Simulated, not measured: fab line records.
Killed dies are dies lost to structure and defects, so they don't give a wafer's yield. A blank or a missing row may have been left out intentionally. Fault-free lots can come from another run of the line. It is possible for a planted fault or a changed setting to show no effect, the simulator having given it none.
Which tool was responsible? | flow berkeleyCmos170 | 14 lots, 42 wafers sampled, at 6 steps of a route of 331

## WHAT THE GAUGES READ, wafer by wafer
UCB170_ACTIVE_CD_MEAS_13 targets a cd of 1200 nm. Usual: 1199.7 nm for cdNm, sd 1.3.
lot  | measured    | on       | cdNm (nm)            | flag
L666 | day 3 23:52 | cdSem-01 | 1200.4 1200.9 1200.9 | 
L667 | day 4 00:53 | cdSem-01 | 1199.5 1199.2 1201.1 | 
L668 | day 4 06:14 | cdSem-01 | 1198.2 1197.5 1199.8 | 
L669 | day 4 13:22 | cdSem-02 | 1200.7 1200.5 1201.2 | 
L672 | day 5 06:35 | cdSem-02 | 1200.5 1198.2 1200.5 | 
L675 | day 5 11:37 | cdSem-02 | 1197.8 1198.0 1199.7 | 
L678 | day 6 11:13 | cdSem-02 | 1194.3 1195.4 1194.9 | OFF
L680 | day 6 20:08 | cdSem-01 | 1193.4 1194.0 1191.9 | OFF
L682 | day 7 08:17 | cdSem-01 | 1200.0 1198.1 1198.8 | 
L681 | day 7 08:39 | cdSem-01 | 1199.4 1198.2 1199.8 | 
L684 | day 7 20:24 | cdSem-02 | 1199.5 1197.1 1199.4 | 
L685 | day 8 03:04 | cdSem-01 | 1202.0 1201.4 1201.5 | 
L689 | day 8 13:31 | cdSem-02 | 1201.1 1201.6 1201.7 | 
L688 | day 8 13:49 | cdSem-02 | 1200.8 1199.5 1199.8 | 

UCB170_SACOX_THK_MEAS_02. Usual: SACOX_OXIDE_THK typically reads 14.40 nm, with standard deviation 0.3.
lot  | measured    | on           | SACOX_OXIDE_THK (nm) | flag
L666 | day 4 17:20 | filmMetro-02 | 14.61 14.63 14.67    | 
L667 | day 4 17:20 | filmMetro-01 | 14.59 14.61 14.53    | 
L668 | day 4 23:16 | filmMetro-01 | 14.13 14.17 14.18    | 
L669 | day 5 04:59 | filmMetro-02 | 14.53 14.73 14.70    | 
L672 | day 6 10:01 | filmMetro-01 | 14.88 14.73 14.99    | 
L675 | day 6 10:01 | filmMetro-02 | 14.80 15.02 14.75    | 
L678 | day 7 06:56 | filmMetro-01 | 14.10 14.25 14.00    | 
L680 | day 7 13:55 | filmMetro-04 | 14.09 14.39 14.16    | 
L682 | day 8 08:20 | filmMetro-01 | 14.18 13.92 14.33    | 
L681 | day 8 08:20 | filmMetro-04 | 14.05 13.72 14.06    | 
L684 | day 8 15:56 | filmMetro-02 | 14.47 14.41 14.28    | 
L685 | day 9 01:58 | filmMetro-01 | 14.25 14.50 14.52    | 
L689 | day 9 15:50 | filmMetro-04 | 14.67 14.60 14.89    | 
L688 | day 9 15:51 | filmMetro-01 | 14.76 14.76 14.58    | 

UCB170_PVT_TW_MEAS_09. Usual: PVT_TW typically reads 507, with standard deviation 3.4.
lot  | measured     | on           | PVT_TW      | flag
L666 | day 5 03:36  | filmMetro-04 | 503 503 504 | 
L667 | day 5 03:53  | filmMetro-01 | 508 512 510 | 
L668 | day 5 11:07  | filmMetro-04 | 505 504 506 | 
L669 | day 5 16:09  | filmMetro-03 | 503 508 506 | 
L672 | day 6 21:09  | filmMetro-04 | 504 501 501 | 
L675 | day 6 21:42  | filmMetro-04 | 503 503 504 | 
L678 | day 7 17:16  | filmMetro-01 | 508 510 508 | 
L680 | day 7 23:47  | filmMetro-01 | 510 510 505 | 
L682 | day 8 20:23  | filmMetro-04 | 503 503 501 | 
L681 | day 8 20:08  | filmMetro-01 | 505 506 510 | 
L684 | day 9 07:12  | filmMetro-01 | 508 509 509 | 
L685 | day 9 15:55  | filmMetro-03 | 511 511 511 | 
L689 | day 10 03:40 | filmMetro-03 | 509 509 509 | 
L688 | day 10 03:07 | filmMetro-01 | 507 507 505 | 

UCB170_GATE_THK_MEAS_02. Usual: GATE_OXIDE_THK typically reads 6.63 nm, with standard deviation 0.11.
lot  | measured     | on           | GATE_OXIDE_THK (nm) | flag
L666 | day 5 06:49  | filmMetro-02 | 6.72 6.72 6.74      | 
L667 | day 5 06:46  | filmMetro-04 | 6.61 6.53 6.58      | 
L668 | day 5 16:54  | filmMetro-01 | 6.71 6.63 6.80      | 
L669 | day 5 21:17  | filmMetro-04 | 6.54 6.59 6.44      | 
L672 | day 6 23:56  | filmMetro-04 | 6.82 6.64 6.78      | 
L675 | day 6 23:56  | filmMetro-02 | 6.63 6.64 6.63      | 
L678 | day 7 20:47  | filmMetro-01 | 6.65 6.68 6.70      | 
L680 | day 8 03:20  | filmMetro-01 | 6.64 6.59 6.60      | 
L682 | day 9 03:47  | filmMetro-01 | 6.52 6.52 6.53      | 
L681 | day 9 03:47  | filmMetro-02 | 6.46 6.51 6.39      | 
L684 | day 9 12:29  | filmMetro-01 | 6.77 6.70 6.68      | 
L685 | day 9 20:23  | filmMetro-01 | 6.68 6.67 6.71      | 
L689 | day 10 08:25 | filmMetro-04 | 6.64 6.60 6.75      | 
L688 | day 10 08:26 | filmMetro-01 | 6.66 6.74 6.63      | 

## TOOL THAT RAN EACH LOT (tool first, then ch and the chambers of the sampled wafers, then the start)
lot  | UCB170_ACTIVE_COAT_08           | UCB170_ACTIVE_STRIP_16
L666 | lithoTrack-04 ch 0, day 3 22:44 | plasmaAsher-01 ch 0,1, day 4 00:07
L667 | lithoTrack-01 ch 0, day 3 23:07 | plasmaAsher-01 ch 0,1, day 4 01:07
L668 | lithoTrack-02 ch 0, day 4 05:22 | plasmaAsher-03 ch 0,1, day 4 06:29
L669 | lithoTrack-04 ch 0, day 4 12:34 | plasmaAsher-03 ch 0,1, day 4 13:36
L672 | lithoTrack-01 ch 0, day 5 05:19 | plasmaAsher-02 ch 0,1, day 5 06:50
L675 | lithoTrack-02 ch 0, day 5 10:56 | plasmaAsher-02 ch 1, day 5 11:53
L678 | lithoTrack-01 ch 0, day 6 10:32 | plasmaAsher-01 ch 0,1, day 6 11:29
L680 | lithoTrack-01 ch 0, day 6 18:45 | plasmaAsher-03 ch 0,1, day 6 20:23
L682 | lithoTrack-02 ch 0, day 7 06:53 | plasmaAsher-02 ch 0,1, day 7 08:33
L681 | lithoTrack-04 ch 0, day 7 07:03 | plasmaAsher-03 ch 0,1, day 7 08:55
L684 | lithoTrack-02 ch 0, day 7 19:43 | plasmaAsher-02 ch 0,1, day 7 20:39
L685 | lithoTrack-04 ch 0, day 8 02:12 | plasmaAsher-03 ch 0,1, day 8 03:19
L689 | lithoTrack-02 ch 0, day 8 12:29 | plasmaAsher-02 ch 0,1, day 8 13:46
L688 | lithoTrack-04 ch 0, day 8 12:31 | plasmaAsher-01 ch 0,1, day 8 14:03
- UCB170_ACTIVE_COAT_08: resist thk 900 nm.
- UCB170_ACTIVE_STRIP_16: strips in O2.

## AS READ BY THE TOOLS THEMSELVES (means over the sampled wafers that have a number; for cases with no such wafer, the mark the record gives instead)
UCB170_ACTIVE_COAT_08. Usual: 1500.1 rpm for spinSpeedRpm, sd 1.1.
lot  | tool          | spinSpeedRpm (rpm) | flag
L666 | lithoTrack-04 | 1500.9             | 
L667 | lithoTrack-01 | 1500.2             | 
L668 | lithoTrack-02 | 1499.4             | 
L669 | lithoTrack-04 | 1499.6             | 
L672 | lithoTrack-01 | 1501.0             | 
L675 | lithoTrack-02 | 1500.5             | 
L678 | lithoTrack-01 | 1995.6             | OFF
L680 | lithoTrack-01 | 1997.7             | OFF
L682 | lithoTrack-02 | 1499.5             | 
L681 | lithoTrack-04 | 1500.1             | 
L684 | lithoTrack-02 | 1500.4             | 
L685 | lithoTrack-04 | 1500.9             | 
L689 | lithoTrack-02 | 1500.4             | 
L688 | lithoTrack-04 | 1500.3             | 

UCB170_ACTIVE_STRIP_16. Usual: drypumpMotorCurrentA 5.9 A, standard deviation 0.33; oesProductAu 0.721 a.u., standard deviation 0.0043; stripTimeToEndpointS 18.07 s, standard deviation 0.08.
lot  | tool           | drypumpMotorCurrentA (A) | oesProductAu (a.u.) | stripTimeToEndpointS (s) | flag
L666 | plasmaAsher-01 | 6.3                      | 0.722               | 18.05                    | 
L667 | plasmaAsher-01 | 5.9                      | 0.719               | 18.03                    | 
L668 | plasmaAsher-03 | 5.9                      | 0.719               | 18.19                    | 
L669 | plasmaAsher-03 | 5.8                      | 0.725               | 18.12                    | 
L672 | plasmaAsher-02 | 5.7                      | 0.722               | 18.09                    | 
L675 | plasmaAsher-02 | 5.9                      | 0.720               | 18.01                    | 
L678 | plasmaAsher-01 | 6.2                      | 0.719               | 15.23                    | OFF
L680 | plasmaAsher-03 | 6.0                      | 0.720               | 15.34                    | OFF
L682 | plasmaAsher-02 | 5.8                      | 0.722               | 18.08                    | 
L681 | plasmaAsher-03 | 5.7                      | 0.722               | 18.06                    | 
L684 | plasmaAsher-02 | 5.7                      | 0.724               | 18.04                    | 
L685 | plasmaAsher-03 | 5.8                      | 0.717               | 18.08                    | 
L689 | plasmaAsher-02 | 5.7                      | 0.721               | 18.14                    | 
L688 | plasmaAsher-01 | 6.2                      | 0.720               | 18.03                    | 

## THE ANSWER, worked out from the rows above alone
Rule: a lot counts as off when the mean over its wafers that have a number is more than 3 standard deviations away from the usual mean. Also off: a lot with no number at a reading for which 4 or more lots have one. Any other lot the step has rows for is counted as sound. After the gauges, taken in route order, come the tools' own readings; for these a lot's mean is taken, as printed above. At the first step where some lot is off, the reading lying furthest off is the one used; lots without a number count as furthest.
Off: L678, L680 (UCB170_ACTIVE_CD_MEAS_13, cdNm).
A tool fits if, at a process step before that reading, it ran every lot that is off, and no sound lot after the first of them. The gauges at UCB170_ACTIVE_CD_MEAS_13 aren't tried: what is off there is off at UCB170_ACTIVE_COAT_08 too, on other tools, and a gauge's error can't cause that. One fits: UCB170_ACTIVE_COAT_08 on lithoTrack-01. A fault onset in the window from L672 (day 5 05:19, its last sound lot) to L678 (day 6 10:32, its first lot off) fits.
The tool's own readings at UCB170_ACTIVE_COAT_08 bear it out: on the lots that are off they differ by more than 5 times the standard deviation of the sound lots' means. spinSpeedRpm reads 1996.7 rpm there against 1500.3 rpm on the sound lots.

## WHAT HAD BEEN PUT IN BY THE SIMULATOR
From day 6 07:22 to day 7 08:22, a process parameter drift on lithoTrack-01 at UCB170_ACTIVE_COAT_08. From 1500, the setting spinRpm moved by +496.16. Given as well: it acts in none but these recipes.
Lots struck among those shown: L678, L680. The rule above reached the same finding.
